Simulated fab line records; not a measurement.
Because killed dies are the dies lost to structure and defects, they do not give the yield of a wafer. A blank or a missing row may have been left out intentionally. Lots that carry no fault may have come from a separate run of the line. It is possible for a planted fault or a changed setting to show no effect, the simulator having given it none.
Split-lot experiment / flow berkeley_cmos170 / route with 331 steps; 5 lots, 23 wafers read

SPLIT DETAILS
At UCB170_M2_EXPOSE_12 (exposes mask METAL2, target cd 700 nm), the setting dose_mj was moved away from the recipe's 26 on 6 of the 23 wafers read, by -5.1% to +6.5%. This setting was run at the recipe's value on the other wafers.

FROM THE SPLIT TO THE READING: what the file shows between them, 6 steps
- UCB170_M2_PEB_13
- UCB170_M2_DEVELOP_14: develop time 45 s
- UCB170_M2_CD_MEAS_15: target cd 700 nm
- UCB170_M2_ETCH_17: etches BARC in N2/H2
- UCB170_M2_METAL_ETCH_18: etches Al in Cl2/BCl3, stops on SiO2, target depth 1170 nm, time 203.4 s
- UCB170_M2_STRIP_19: strips in O2

THE READING
cd_nm (nm) at UCB170_M2_CD_MEAS_90, where the cd target is 700 nm. On this fab line, fault-free wafers typically give 698 nm with a standard deviation of 3 nm.

wafer=L074.1; tool, chamber at the split=krf_scanner-01, 0; dose_mj as run=27.32; against the recipe=+5.1%; cd_nm, nm=692; against lot-mates on the recipe=-8
wafer=L074.2; tool, chamber at the split=krf_scanner-01, 0; dose_mj as run=26; against the recipe=recipe; cd_nm, nm=698; against lot-mates on the recipe=-
wafer=L074.3; tool, chamber at the split=krf_scanner-01, 0; dose_mj as run=26; against the recipe=recipe; cd_nm, nm=702; against lot-mates on the recipe=-
wafer=L074.5; tool, chamber at the split=krf_scanner-01, 0; dose_mj as run=26; against the recipe=recipe; cd_nm, nm=699; against lot-mates on the recipe=-
wafer=L074.6; tool, chamber at the split=krf_scanner-01, 0; dose_mj as run=27.32; against the recipe=+5.1%; cd_nm, nm=693; against lot-mates on the recipe=-7
wafer=L076.2; tool, chamber at the split=krf_scanner-01, 0; dose_mj as run=26; against the recipe=recipe; cd_nm, nm=698; against lot-mates on the recipe=-
wafer=L076.3; tool, chamber at the split=krf_scanner-01, 0; dose_mj as run=26; against the recipe=recipe; cd_nm, nm=701; against lot-mates on the recipe=-
wafer=L076.4; tool, chamber at the split=krf_scanner-01, 0; dose_mj as run=26; against the recipe=recipe; cd_nm, nm=696; against lot-mates on the recipe=-
wafer=L076.5; tool, chamber at the split=krf_scanner-01, 0; dose_mj as run=27.68; against the recipe=+6.5%; cd_nm, nm=685; against lot-mates on the recipe=-13
wafer=L076.6; tool, chamber at the split=krf_scanner-01, 0; dose_mj as run=27.68; against the recipe=+6.5%; cd_nm, nm=688; against lot-mates on the recipe=-10
wafer=L078.1; tool, chamber at the split=krf_scanner-02, 0; dose_mj as run=26; against the recipe=recipe; cd_nm, nm=696; against lot-mates on the recipe=-
wafer=L078.2; tool, chamber at the split=krf_scanner-02, 0; dose_mj as run=26; against the recipe=recipe; cd_nm, nm=697; against lot-mates on the recipe=-
wafer=L078.4; tool, chamber at the split=krf_scanner-02, 0; dose_mj as run=26; against the recipe=recipe; cd_nm, nm=697; against lot-mates on the recipe=-
wafer=L078.5; tool, chamber at the split=krf_scanner-02, 0; dose_mj as run=26; against the recipe=recipe; cd_nm, nm=697; against lot-mates on the recipe=-
wafer=L078.6; tool, chamber at the split=krf_scanner-02, 0; dose_mj as run=26; against the recipe=recipe; cd_nm, nm=693; against lot-mates on the recipe=-
wafer=L081.1; tool, chamber at the split=krf_scanner-02, 0; dose_mj as run=26; against the recipe=recipe; cd_nm, nm=699; against lot-mates on the recipe=-
wafer=L081.2; tool, chamber at the split=krf_scanner-02, 0; dose_mj as run=24.68; against the recipe=-5.1%; cd_nm, nm=706; against lot-mates on the recipe=+9
wafer=L081.3; tool, chamber at the split=krf_scanner-02, 0; dose_mj as run=24.68; against the recipe=-5.1%; cd_nm, nm=706; against lot-mates on the recipe=+9
wafer=L081.5; tool, chamber at the split=krf_scanner-02, 0; dose_mj as run=26; against the recipe=recipe; cd_nm, nm=696; against lot-mates on the recipe=-
wafer=L081.6; tool, chamber at the split=krf_scanner-02, 0; dose_mj as run=26; against the recipe=recipe; cd_nm, nm=696; against lot-mates on the recipe=-
wafer=L082.2; tool, chamber at the split=krf_scanner-02, 0; dose_mj as run=26; against the recipe=recipe; cd_nm, nm=698; against lot-mates on the recipe=-
wafer=L082.4; tool, chamber at the split=krf_scanner-02, 0; dose_mj as run=26; against the recipe=recipe; cd_nm, nm=694; against lot-mates on the recipe=-
wafer=L082.6; tool, chamber at the split=krf_scanner-02, 0; dose_mj as run=26; against the recipe=recipe; cd_nm, nm=696; against lot-mates on the recipe=-

THE FIT
A straight line over all 23 wafers: cd_nm changes by -1.5 nm for each +1% of dose_mj; r = -0.89; the points scatter about the line by 2.2 nm.
The same after taking each lot's own level away (the mean of its wafers on the recipe; 23 wafers): -1.71 nm for each +1%; r = -0.95; scatter 1.7 nm.
According to that fit, moving dose_mj by its largest amount changes the reading by 11 nm.
The span of the lots' own levels, 696.0 to 699.7 nm, comes to 1.2 times the standard deviation stated above.
So the lot-to-lot level changes the slope: the two fits differ.
Check: for one of the wafers moved furthest among these (+6.5%), held out of the fit, the line's prediction against its lot-mates is -10.2 nm. It came out at -13.3 nm against them.

THE WHOLE CHAIN: every reading that the file lists as answering this split, in the file's order
step=UCB170_M2_CD_MEAS_15; what it does=target cd 700 nm; reading=cd_nm; change (the file's fit)=-1.66 nm for each +1% of the setting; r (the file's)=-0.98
step=UCB170_M2_ETCH_17; what it does=etches BARC in N2/H2; reading=M2.cd_nm (the simulator's own value, which no gauge read); change (the file's fit)=-1.63 nm for each +1% of the setting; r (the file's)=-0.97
step=UCB170_M2_METAL_ETCH_18; what it does=etches Al in Cl2/BCl3, stops on SiO2, target depth 1170 nm, time 203.4 s; reading=M2.cd_nm (the simulator's own value, which no gauge read); change (the file's fit)=-1.67 nm for each +1% of the setting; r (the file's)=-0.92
step=UCB170_M2_CD_MEAS_90; what it does=target cd 700 nm; reading=cd_nm; change (the file's fit)=-1.66 nm for each +1% of the setting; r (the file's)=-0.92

FILE'S OWN FIT
cd_nm changes by -1.66 nm for each +1% of dose_mj, r = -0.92.
